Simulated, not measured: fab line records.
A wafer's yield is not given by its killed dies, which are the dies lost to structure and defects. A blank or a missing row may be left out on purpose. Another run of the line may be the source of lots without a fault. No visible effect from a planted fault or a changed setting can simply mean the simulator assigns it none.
Which tool is to blame? | flow rit cmos | Sampling: 14 lots, 42 wafers, 2 of 202 route steps

## WHAT EACH GAUGE READ, for each wafer
RIT_CONTACT_THK_MEAS_01. Usual: CONTACT_TEOS_THK gives 406 nm (standard deviation 5.7).
lot  | measured    | on            | CONTACT_TEOS_THK (nm)   | flag
L423 | day 3 02:30 | film metro-03 | 406 399 406             |
L424 | day 3 08:18 | film metro-04 | 406 408 410             |
L425 | day 3 12:06 | film metro-03 | 414 416 410             |
L427 | day 3 21:44 | film metro-04 | 403 407 406             |
L428 | day 4 04:00 | film metro-01 | 404 411 414             |
L429 | day 4 09:38 | film metro-04 | 398 397 399             |
L430 | day 4 13:06 | film metro-01 | 402 402 407             |
L434 | day 5 09:16 | film metro-03 | 400 405 518 400 404 518 | OFF
L435 | day 5 14:17 | film metro-01 | 397 406 405             |
L437 | day 6 00:26 | film metro-03 | 406 523 409 405 523 409 | OFF
L439 | day 6 11:03 | film metro-04 | 404 420 412             |
L441 | day 6 21:01 | film metro-03 | 405 403 402             |
L444 | day 7 12:04 | film metro-03 | 404 401 411             |
L445 | day 7 18:28 | film metro-04 | 396 406 404             |

## EACH LOT AND THE TOOL THAT RAN IT (in order: tool; ch and the chambers of the sampled wafers; start)
lot  | RIT_CONTACT_CVD_00
L423 | pecvd-02 ch 0,2, day 3 02:26
L424 | pecvd-04 ch 0,1, day 3 08:14
L425 | pecvd-03 ch 0,1,2, day 3 12:03
L427 | pecvd-04 ch 0,1,2, day 3 21:41
L428 | pecvd-03 ch 0,1, day 4 03:57
L429 | pecvd-02 ch 0,1,2, day 4 09:35
L430 | pecvd-04 ch 0,1, day 4 13:03
L434 | pecvd-03 ch 0,1,2, day 5 09:13
L435 | pecvd-04 ch 0,1, day 5 14:13
L437 | pecvd-03 ch 0,1,2, day 6 00:23
L439 | pecvd-02 ch 1,2, day 6 11:00
L441 | pecvd-04 ch 0,1,2, day 6 20:58
L444 | pecvd-04 ch 0,2, day 7 12:01
L445 | pecvd-02 ch 1,2, day 7 18:25
- RIT_CONTACT_CVD_00: deposits SiO2 from TEOS, target thk 400 nm, time 61.82 s.

## AS READ BY THE TOOLS THEMSELVES (means over the sampled wafers that have a number; for cases with no such wafer, the mark the record gives instead)
RIT_CONTACT_CVD_00. Usual: heater power w at 323 W, with a standard deviation of 60.
lot  | tool     | heater power w (W) | flag
L423 | pecvd-02 | 304                |
L424 | pecvd-04 | 290                |
L425 | pecvd-03 | 331                |
L427 | pecvd-04 | 315                |
L428 | pecvd-03 | 329                |
L429 | pecvd-02 | 334                |
L430 | pecvd-04 | 282                |
L434 | pecvd-03 | 327                |
L435 | pecvd-04 | 275                |
L437 | pecvd-03 | 294                |
L439 | pecvd-02 | 370                |
L441 | pecvd-04 | 319                |
L444 | pecvd-04 | 329                |
L445 | pecvd-02 | 340                |

## THE ANSWER, worked out from the rows above alone
Rule: take the mean of a lot's wafers that have a number; if it is more than 3 standard deviations from the usual mean, the lot is off. A lot without any number at a reading at which 4 lots or more have one is off too. The other lots that the step has rows for count as sound. Order of review: gauges by route order, followed by the tools' own readings, for which a lot's mean as printed above is used. The first step at which some lot is off is used, and at that step the reading that is off furthest; a lot without a number counts as furthest.
Off: L434, L437, at RIT_CONTACT_THK_MEAS_01 (CONTACT_TEOS_THK).
A tool fits if, at a process step before that reading, it ran every lot that is off, and no sound lot after the first of them. The gauges at RIT_CONTACT_THK_MEAS_01 are tried like those tools. One candidate fits, namely pecvd-03 at RIT_CONTACT_CVD_00. Its last sound lot is L428 (day 4 03:57), its first lot that is off L434 (day 5 09:13): a fault that began between those two fits.

## WHAT HAD BEEN PUT IN BY THE SIMULATOR
pecvd-03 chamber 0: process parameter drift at RIT_CONTACT_CVD_00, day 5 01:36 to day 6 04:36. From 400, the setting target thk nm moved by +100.
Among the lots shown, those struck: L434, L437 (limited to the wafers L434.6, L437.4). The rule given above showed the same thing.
